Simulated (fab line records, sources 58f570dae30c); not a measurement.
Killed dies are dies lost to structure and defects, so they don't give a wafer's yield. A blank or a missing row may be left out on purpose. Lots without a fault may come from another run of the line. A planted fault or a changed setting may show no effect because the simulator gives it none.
One fault seen from 2 desks | flow berkeley_cmos170 | each desk has only its own numbers; what lay behind them comes last

THE METROLOGY DESK
What the gauges read, lot by lot, whatever tool the lot ran on: means of the sampled wafers that have a number. A lot is out of limits, marked OUT, if its mean lies more than 4 standard deviations from the usual mean; the brackets give that distance.
Columns: A = cd_nm at UCB170_V2_CD_MEAS_12, usual 700.2 nm; B = M3_AL_RS at UCB170_M3_RS_MEAS_02, usual 0.0320 ohm/sq
lot  | first seen here | A     | B
L433 | day 8 15:36     | 699.4 | 0.0320
L435 | day 9 00:20     | 698.2 | 0.0321
L434 | day 9 00:28     | 701.0 | 0.0318
L436 | day 9 12:28     | 699.6 | 0.0319
L438 | day 9 14:53     | 700.7 | 0.0319
L439 | day 10 03:24    | 699.0 | 0.0315
L441 | day 10 15:20    | 699.1 | 0.0317
L446 | day 11 08:46    | 698.6 | 0.0317
L448 | day 12 01:01    | 703.1 | 0.0324
L453 | day 12 12:17    | 702.1 | 0.0322
L450 | day 12 12:27    | 702.3 | 0.0320
L452 | day 12 13:16    | 699.8 | 0.0321
L455 | day 13 01:49    | 699.3 | 0.0324
L456 | day 13 05:22    | 700.9 | 0.0319
This desk's finding: nothing out of limits on any of the 14 lots.

THE TOOL OWNER'S DESK: rie_metal-03
The tool's own readings at UCB170_M2_METAL_ETCH_18 (etches Al in Cl2/BCl3, stops on SiO2, target depth 1170 nm, time 195 s): means of the sampled wafers that have a number, for each lot that ran on this tool. A lot is out of limits, marked OUT, if its mean lies more than 4 standard deviations from the usual mean; the brackets give that distance.
Columns: A = drypump_motor_current_A at UCB170_M2_METAL_ETCH_18, usual 5.89 A; B = oes_product_au at UCB170_M2_METAL_ETCH_18, usual 0.857 a.u.; C = throttle_valve_pct at UCB170_M2_METAL_ETCH_18, usual 24.46 %
lot  | first seen here | A    | B     | C
L434 | day 8 22:16     | 5.89 | 0.860 | 24.67
L436 | day 9 10:19     | 5.88 | 0.854 | 24.67
L439 | day 10 01:10    | 5.90 | 0.868 | 24.66
L446 | day 11 05:57    | 5.92 | 0.842 | 24.66
L448 | day 11 22:54    | 5.88 | 0.855 | 24.66
L450 | day 12 10:11    | 5.91 | 0.865 | 24.66
This desk's finding: nothing out of limits on any of the 6 lots.

PUT TOGETHER
The metrology desk saw nothing out of limits.
The tool owner's desk saw nothing out of limits.

WHAT THE SIMULATOR HAD PUT IN
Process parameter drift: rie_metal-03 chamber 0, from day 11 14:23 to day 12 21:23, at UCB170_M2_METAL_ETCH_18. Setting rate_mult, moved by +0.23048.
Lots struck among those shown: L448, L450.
